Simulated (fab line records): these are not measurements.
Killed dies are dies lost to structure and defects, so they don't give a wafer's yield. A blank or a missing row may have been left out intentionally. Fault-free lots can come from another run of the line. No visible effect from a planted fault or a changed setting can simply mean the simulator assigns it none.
Which tool was responsible? :: flow rit-cmos :: at 1 step of a route of 202, 15 lots with 45 wafers sampled

== WHAT THE GAUGES READ, wafer by wafer ==
Not one reading of a measure or inspect step in the record can be checked against a usual standard deviation.

== EACH LOT AND THE TOOL THAT RAN IT (in order: tool; ch and the chambers of the sampled wafers; start) ==
lot: L453
RIT_PLDD_STRIP_09: plasma-asher-03 ch 0,1, day 2 19:19

lot: L454
RIT_PLDD_STRIP_09: plasma-asher-03 ch 0,1, day 3 00:24

lot: L455
RIT_PLDD_STRIP_09: plasma-asher-04 ch 0,1, day 3 04:57

lot: L460
RIT_PLDD_STRIP_09: plasma-asher-03 ch 0,1, day 4 05:49

lot: L461
RIT_PLDD_STRIP_09: plasma-asher-03 ch 0,1, day 4 11:49

lot: L462
RIT_PLDD_STRIP_09: plasma-asher-04 ch 0,1, day 4 17:43

lot: L463
RIT_PLDD_STRIP_09: plasma-asher-03 ch 0,1, day 4 20:28

lot: L464
RIT_PLDD_STRIP_09: plasma-asher-04 ch 0,1, day 5 02:16

lot: L466
RIT_PLDD_STRIP_09: plasma-asher-03 ch 0,1, day 5 12:09

lot: L467
RIT_PLDD_STRIP_09: plasma-asher-04 ch 0,1, day 5 17:23

lot: L470
RIT_PLDD_STRIP_09: plasma-asher-01 ch 0,1, day 6 09:17

lot: L471
RIT_PLDD_STRIP_09: plasma-asher-01 ch 0,1, day 6 13:29

lot: L472
RIT_PLDD_STRIP_09: plasma-asher-03 ch 0,1, day 6 17:59

lot: L473
RIT_PLDD_STRIP_09: plasma-asher-04 ch 0,1, day 6 23:35

lot: L475
RIT_PLDD_STRIP_09: plasma-asher-03 ch 0,1, day 7 09:28
- RIT_PLDD_STRIP_09: strips in O2, time 180 s.

== AS READ BY THE TOOLS THEMSELVES (means over the sampled wafers that have a number; for cases with no such wafer, the mark the record gives instead) ==
RIT_PLDD_STRIP_09. Usual: chamber-pressure-mTorr 4000 mTorr, standard deviation 3.7; drypump-motor-current-A 5.6 A, standard deviation 0.36.
lot: L453
tool: plasma-asher-03
chamber-pressure-mTorr (mTorr): 3997
drypump-motor-current-A (A): 5.7
flag: 

lot: L454
tool: plasma-asher-03
chamber-pressure-mTorr (mTorr): 4000
drypump-motor-current-A (A): 5.8
flag: 

lot: L455
tool: plasma-asher-04
chamber-pressure-mTorr (mTorr): 3998
drypump-motor-current-A (A): 5.3
flag: 

lot: L460
tool: plasma-asher-03
chamber-pressure-mTorr (mTorr): 3999
drypump-motor-current-A (A): 5.7
flag: 

lot: L461
tool: plasma-asher-03
chamber-pressure-mTorr (mTorr): -
drypump-motor-current-A (A): -
flag: OFF

lot: L462
tool: plasma-asher-04
chamber-pressure-mTorr (mTorr): -
drypump-motor-current-A (A): -
flag: OFF

lot: L463
tool: plasma-asher-03
chamber-pressure-mTorr (mTorr): -
drypump-motor-current-A (A): -
flag: OFF

lot: L464
tool: plasma-asher-04
chamber-pressure-mTorr (mTorr): 3998
drypump-motor-current-A (A): 5.3
flag: 

lot: L466
tool: plasma-asher-03
chamber-pressure-mTorr (mTorr): 3999
drypump-motor-current-A (A): 5.7
flag: 

lot: L467
tool: plasma-asher-04
chamber-pressure-mTorr (mTorr): 3998
drypump-motor-current-A (A): 5.1
flag: 

lot: L470
tool: plasma-asher-01
chamber-pressure-mTorr (mTorr): 3999
drypump-motor-current-A (A): 5.9
flag: 

lot: L471
tool: plasma-asher-01
chamber-pressure-mTorr (mTorr): 4004
drypump-motor-current-A (A): 5.9
flag: 

lot: L472
tool: plasma-asher-03
chamber-pressure-mTorr (mTorr): 3999
drypump-motor-current-A (A): 5.7
flag: 

lot: L473
tool: plasma-asher-04
chamber-pressure-mTorr (mTorr): 4000
drypump-motor-current-A (A): 5.2
flag: 

lot: L475
tool: plasma-asher-03
chamber-pressure-mTorr (mTorr): 3999
drypump-motor-current-A (A): 5.8
flag: 

== THE ANSWER, worked out from the rows above alone ==
Rule: a lot is off if the mean of its wafers that have a number lies more than 3 standard deviations from the usual mean. Also off: a lot with no number at a reading for which 4 or more lots have one. Any other lot the step has rows for is counted as sound. After the gauges, taken in route order, come the tools' own readings; for these a lot's mean is taken, as printed above. The first step at which some lot is off is used, and at that step the reading that is off furthest; a lot without a number counts as furthest.
Off: L461, L462, L463 (RIT_PLDD_STRIP_09, chamber-pressure-mTorr). Without a number there: L461, L462, L463.
A tool fits if, at that step or a process step before it, it ran every lot that is off, and no sound lot after the first of them. Not one of the candidates tried fits.

== WHAT HAD BEEN PUT IN BY THE SIMULATOR ==
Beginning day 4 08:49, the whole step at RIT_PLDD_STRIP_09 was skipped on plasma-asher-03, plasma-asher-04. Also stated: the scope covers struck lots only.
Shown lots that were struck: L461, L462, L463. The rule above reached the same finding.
